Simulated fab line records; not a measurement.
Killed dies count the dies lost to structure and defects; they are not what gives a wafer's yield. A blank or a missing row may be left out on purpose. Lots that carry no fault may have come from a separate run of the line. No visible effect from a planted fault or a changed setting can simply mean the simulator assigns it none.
Which tool did it? | flow berkeleyCmos170 | 13 lots, 39 wafers sampled, at 5 steps of a route of 331

== WHAT THE GAUGES SHOWED, per wafer ==
UCB170_SILICIDE_RS_MEAS_02: measures by four-point-probe.
lot  | measured     | on           | SILICIDE_TI_RS (ohm/sq)
L196 | day 7 13:10  | filmMetro-04 | 26.0 26.7 26.8
L194 | day 7 13:19  | filmMetro-04 | 25.9 26.3 26.6
L195 | day 7 13:44  | filmMetro-04 | 26.7 26.6 26.7
L199 | day 8 15:34  | filmMetro-03 | 25.6 25.7 25.7
L198 | day 8 15:49  | filmMetro-04 | 26.0 25.9 26.0
L202 | day 9 05:34  | filmMetro-04 | 26.2 25.8 25.8
L200 | day 9 05:52  | filmMetro-04 | 26.2 25.9 26.2
L205 | day 10 13:36 | filmMetro-04 | 26.6 26.4 26.6
L204 | day 10 13:51 | filmMetro-02 | 26.2 26.0 25.6
L206 | day 10 14:01 | filmMetro-03 | 26.1 26.4 26.5
L209 | day 11 06:41 | filmMetro-04 | 26.2 26.4 26.8
L211 | day 11 17:34 | filmMetro-04 | 26.0 26.0 25.9
L215 | day 13 00:11 | filmMetro-02 | 26.7 25.7 26.1

UCB170_M2_RS_MEAS_02: measures by four-point-probe.
lot  | measured     | on           | M2_AL_RS (ohm/sq)
L196 | day 8 02:19  | filmMetro-02 | 0.0325 0.0324 0.0327
L194 | day 8 02:44  | filmMetro-04 | 0.0324 0.0323 0.0324
L195 | day 8 06:40  | filmMetro-03 | 0.0326 0.0319 0.0322
L199 | day 9 04:56  | filmMetro-04 | 0.0326 0.0328 0.0328
L198 | day 9 04:49  | filmMetro-03 | 0.0316 0.0320 0.0319
L202 | day 9 17:13  | filmMetro-04 | 0.0319 0.0319 0.0319
L200 | day 9 17:21  | filmMetro-03 | 0.0316 0.0318 0.0323
L205 | day 11 03:33 | filmMetro-02 | 0.0322 0.0324 0.0321
L204 | day 11 02:35 | filmMetro-02 | 0.0319 0.0324 0.0318
L206 | day 11 03:38 | filmMetro-03 | 0.0324 0.0319 0.0323
L209 | day 11 19:56 | filmMetro-02 | 0.0323 0.0321 0.0320
L211 | day 12 06:25 | filmMetro-02 | 0.0329 0.0324 0.0329
L215 | day 13 11:22 | filmMetro-04 | 0.0325 0.0319 0.0320

== WHAT TOOL EACH LOT RAN ON (gives the tool, then ch and the chambers of the sampled wafers, and finally the start) ==
lot  | UCB170_CONTACT_ETCH_18                       | UCB170_V1_ETCH_14                 | UCB170_V1_STRIP_15
L196 | rieDiel-02 ch 0,1,3, day 8 01:45 or earlier  | rieDiel-02 ch 1,2, day 8 01:45    | plasmaAsher-02 ch 0,1, day 8 01:55
L194 | rieDiel-04 ch 1,2, day 8 02:12 or earlier    | rieDiel-01 ch 0,2,3, day 8 02:12  | plasmaAsher-03 ch 0,1, day 8 02:22
L195 | rieDiel-02 ch 1,2,3, day 8 06:03 or earlier  | rieDiel-03 ch 1,2, day 8 06:03    | plasmaAsher-04 ch 0,1, day 8 06:16
L199 | rieDiel-02 ch 1,2,3, day 9 04:14 or earlier  | rieDiel-02 ch 0,2, day 9 04:14    | plasmaAsher-03 ch 0,1, day 9 04:25
L198 | rieDiel-03 ch 0,1, day 9 04:12 or earlier    | rieDiel-01 ch 0,1,2, day 9 04:12  | plasmaAsher-04 ch 0,1, day 9 04:25
L202 | rieDiel-03 ch 0,3, day 9 16:40 or earlier    | rieDiel-03 ch 0,1, day 9 16:40    | plasmaAsher-02 ch 0,1, day 9 16:50
L200 | rieDiel-02 ch 1,2, day 9 16:48 or earlier    | rieDiel-01 ch 0,2,3, day 9 16:48  | plasmaAsher-04 ch 0,1, day 9 16:59
L205 | rieDiel-03 ch 0,1,2, day 11 02:56 or earlier | rieDiel-01 ch 0,3, day 11 02:56   | plasmaAsher-02 ch 0,1, day 11 03:09
L204 | rieDiel-02 ch 0,1,3, day 11 02:01 or earlier | rieDiel-02 ch 0,2,3, day 11 02:01 | plasmaAsher-03 ch 0,1, day 11 02:13
L206 | rieDiel-02 ch 0,2,3, day 11 03:05 or earlier | rieDiel-02 ch 0,2,3, day 11 03:05 | plasmaAsher-04 ch 0,1, day 11 03:16
L209 | rieDiel-02 ch 1,2, day 11 19:23 or earlier   | rieDiel-01 ch 0,2,3, day 11 19:23 | plasmaAsher-04 ch 0,1, day 11 19:34
L211 | rieDiel-02 ch 1,2, day 12 05:52 or earlier   | rieDiel-02 ch 0,1,2, day 12 05:52 | plasmaAsher-02 ch 0,1, day 12 06:03
L215 | rieDiel-03 ch 1,2,3, day 13 10:49 or earlier | rieDiel-03 ch 0,1,2, day 13 10:49 | plasmaAsher-03 ch 0,1, day 13 10:59
- UCB170_CONTACT_ETCH_18: etches PSG in CHF3/CF4/Ar, stops on TiSi2, target depth 840 nm, time 195 s.
- UCB170_V1_ETCH_14: etches SiO2 in CHF3/CF4/Ar, stops on Al, target depth 1250 nm, time 291 s.
- UCB170_V1_STRIP_15: strips in O2.

== AS READ BY THE TOOLS THEMSELVES (means over the sampled wafers that have a number; for cases with no such wafer, the mark the record gives instead) ==
UCB170_CONTACT_ETCH_18.
lot  | tool       | drypumpMotorCurrentA (A) | oesProductAu (a.u.) | throttleValvePct (%)
L196 | rieDiel-02 | 5.5                      | 0.903               | 6.86
L194 | rieDiel-04 | 6.0                      | 0.905               | 6.91
L195 | rieDiel-02 | 5.6                      | 0.894               | 6.94
L199 | rieDiel-02 | 5.6                      | 0.898               | 6.94
L198 | rieDiel-03 | 6.1                      | 0.871               | 6.80
L202 | rieDiel-03 | 5.5                      | 0.876               | 6.93
L200 | rieDiel-02 | 5.9                      | 0.897               | 6.98
L205 | rieDiel-03 | 6.1                      | 0.880               | 6.86
L204 | rieDiel-02 | 5.5                      | 0.889               | 6.87
L206 | rieDiel-02 | 5.3                      | 0.904               | 6.85
L209 | rieDiel-02 | 5.7                      | 0.878               | 6.98
L211 | rieDiel-02 | 5.7                      | 0.885               | 6.97
L215 | rieDiel-03 | 6.0                      | 0.882               | 6.94

UCB170_V1_ETCH_14.
lot  | tool       | drypumpMotorCurrentA (A) | oesProductAu (a.u.) | throttleValvePct (%)
L196 | rieDiel-02 | 5.7                      | 0.869               | 6.99
L194 | rieDiel-01 | 5.7                      | 0.884               | 7.00
L195 | rieDiel-03 | 6.2                      | 0.861               | 6.96
L199 | rieDiel-02 | 5.4                      | 0.877               | 6.90
L198 | rieDiel-01 | 6.0                      | 0.882               | 7.00
L202 | rieDiel-03 | 5.9                      | 0.866               | 6.79
L200 | rieDiel-01 | 5.7                      | 0.885               | 7.00
L205 | rieDiel-01 | 5.5                      | 0.881               | 6.93
L204 | rieDiel-02 | 5.3                      | 0.884               | 6.87
L206 | rieDiel-02 | 5.2                      | 0.884               | 6.87
L209 | rieDiel-01 | 5.7                      | 0.876               | 7.00
L211 | rieDiel-02 | 5.6                      | 0.904               | 6.92
L215 | rieDiel-03 | 6.0                      | 0.863               | 6.89

UCB170_V1_STRIP_15.
lot  | tool           | drypumpMotorCurrentA (A) | oesProductAu (a.u.) | stripTimeToEndpointS (s)
L196 | plasmaAsher-02 | 6.0                      | 0.723               | 15.40
L194 | plasmaAsher-03 | 5.5                      | 0.719               | 15.34
L195 | plasmaAsher-04 | 5.8                      | 0.724               | 15.33
L199 | plasmaAsher-03 | 5.4                      | 0.726               | 15.34
L198 | plasmaAsher-04 | 5.7                      | 0.724               | 15.34
L202 | plasmaAsher-02 | 5.7                      | 0.720               | 15.38
L200 | plasmaAsher-04 | 5.8                      | 0.721               | 15.38
L205 | plasmaAsher-02 | 6.0                      | 0.723               | 15.30
L204 | plasmaAsher-03 | 5.4                      | 0.723               | 15.39
L206 | plasmaAsher-04 | 5.7                      | 0.722               | 15.38
L209 | plasmaAsher-04 | 5.8                      | 0.724               | 15.38
L211 | plasmaAsher-02 | 6.0                      | 0.723               | 15.78
L215 | plasmaAsher-03 | 5.7                      | 0.724               | 15.36

== THE ANSWER, worked out from the rows above alone ==
Rule: usual is defined by the lots themselves. The widest of any qualifying gaps counts: lots, ordered by their means at a reading, are off when they make up no more than a third of the lots, leave a main group of 4 or more, and stand apart from it by 3 or more times the standard deviation of that group's means. A main group is skipped when, at the precision printed for the reading in the tables above, its means are all equal. A lot without any number at a reading at which 4 lots or more have one is off too. The other lots that the step has rows for count as sound. First the gauges in route order, then the tools' own readings, where a lot's mean is used as printed above. At the first step where some lot is off, the reading lying furthest off is the one used; lots without a number count as furthest.
Off: L211, at UCB170_V1_STRIP_15 (stripTimeToEndpointS). The main group: mean 15.36 s, standard deviation 0.029.
A tool fits if, at that step or a process step before it, it ran every lot that is off, and no sound lot after the first of them. UCB170_CONTACT_ETCH_18: start missing for some lots; hours and lot order therefore follow UCB170_V1_ETCH_14. Can't be told from this: 2 tools fit, rieDiel-02 at UCB170_CONTACT_ETCH_18 and UCB170_V1_ETCH_14, plasmaAsher-02 at UCB170_V1_STRIP_15.

== WHAT HAD BEEN PUT IN BY THE SIMULATOR ==
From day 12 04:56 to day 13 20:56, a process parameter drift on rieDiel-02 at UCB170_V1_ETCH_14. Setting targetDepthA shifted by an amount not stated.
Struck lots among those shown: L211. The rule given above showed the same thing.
